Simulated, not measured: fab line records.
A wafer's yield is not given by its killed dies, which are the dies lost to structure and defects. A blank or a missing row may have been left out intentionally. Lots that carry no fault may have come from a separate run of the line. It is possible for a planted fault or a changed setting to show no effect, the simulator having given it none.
Which tool did it? || flow berkeley_cmos170 || 21 wafers from 7 lots sampled at 2 of the route's 331 steps

## WHAT EACH GAUGE READ, for each wafer
UCB170_PWELL_TW_MEAS_17.
{"lot": "L776", "measured": "day 3 07:13", "on": "film_metro-01", "PWELL_TW": "377.6 378.8 374.9"}
{"lot": "L778", "measured": "day 3 14:38", "on": "film_metro-04", "PWELL_TW": "379.2 377.6 378.7"}
{"lot": "L780", "measured": "day 3 22:28", "on": "film_metro-04", "PWELL_TW": "379.8 378.8 380.8"}
{"lot": "L783", "measured": "day 5 01:28", "on": "film_metro-04", "PWELL_TW": "376.7 376.3 378.1"}
{"lot": "L788", "measured": "day 6 01:33", "on": "film_metro-04", "PWELL_TW": "350.8 352.4 347.6 349.9 351.2 351.1"}
{"lot": "L795", "measured": "day 7 09:19", "on": "film_metro-02", "PWELL_TW": "379.5 380.0 380.2"}
{"lot": "L798", "measured": "day 7 20:26", "on": "film_metro-04", "PWELL_TW": "379.2 376.7 375.9"}

## TOOL THAT RAN EACH LOT (tool first, then ch and the chambers of the sampled wafers, then the start)
{"lot": "L776", "UCB170_PWELL_IMPLANT_15": "implanter-02 ch 0, day 3 06:58"}
{"lot": "L778", "UCB170_PWELL_IMPLANT_15": "implanter-03 ch 0, day 3 14:26"}
{"lot": "L780", "UCB170_PWELL_IMPLANT_15": "implanter-01 ch 0, day 3 22:13"}
{"lot": "L783", "UCB170_PWELL_IMPLANT_15": "implanter-03 ch 0, day 5 01:13"}
{"lot": "L788", "UCB170_PWELL_IMPLANT_15": "implanter-03 ch 0, day 6 01:18"}
{"lot": "L795", "UCB170_PWELL_IMPLANT_15": "implanter-01 ch 0, day 7 09:06"}
{"lot": "L798", "UCB170_PWELL_IMPLANT_15": "implanter-01 ch 0, day 7 20:11"}
- UCB170_PWELL_IMPLANT_15

## THE ANSWER, worked out from the rows above alone
Rule: usual is defined by the lots themselves. The widest of any qualifying gaps counts: lots, ordered by their means at a reading, are off when they make up no more than a third of the lots, leave a main group of 4 or more, and stand apart from it by 3 or more times the standard deviation of that group's means. A main group is skipped when, at the precision printed for the reading in the tables above, its means are all equal. A lot without any number at a reading at which 4 lots or more have one is off too. Where the step has rows for the other lots, those lots are counted as sound.
Off: L788, at UCB170_PWELL_TW_MEAS_17 (PWELL_TW). The main group has a mean of 378.3 with a standard deviation of 1.2.
A tool fits if, at a process step before that reading, it ran every lot that is off, and no sound lot after the first of them. Those tools and the gauges at UCB170_PWELL_TW_MEAS_17 are tried in the same way. One fits: UCB170_PWELL_IMPLANT_15 on implanter-03. A fault onset in the window from L783 (day 5 01:13, its last sound lot) to L788 (day 6 01:18, its first lot off) fits.

## WHAT THE SIMULATOR PUT IN
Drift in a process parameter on implanter-03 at UCB170_PWELL_IMPLANT_15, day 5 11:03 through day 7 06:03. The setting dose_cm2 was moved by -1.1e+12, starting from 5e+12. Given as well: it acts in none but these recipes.
Shown lots that were struck: L788. The rule above reached the same finding.
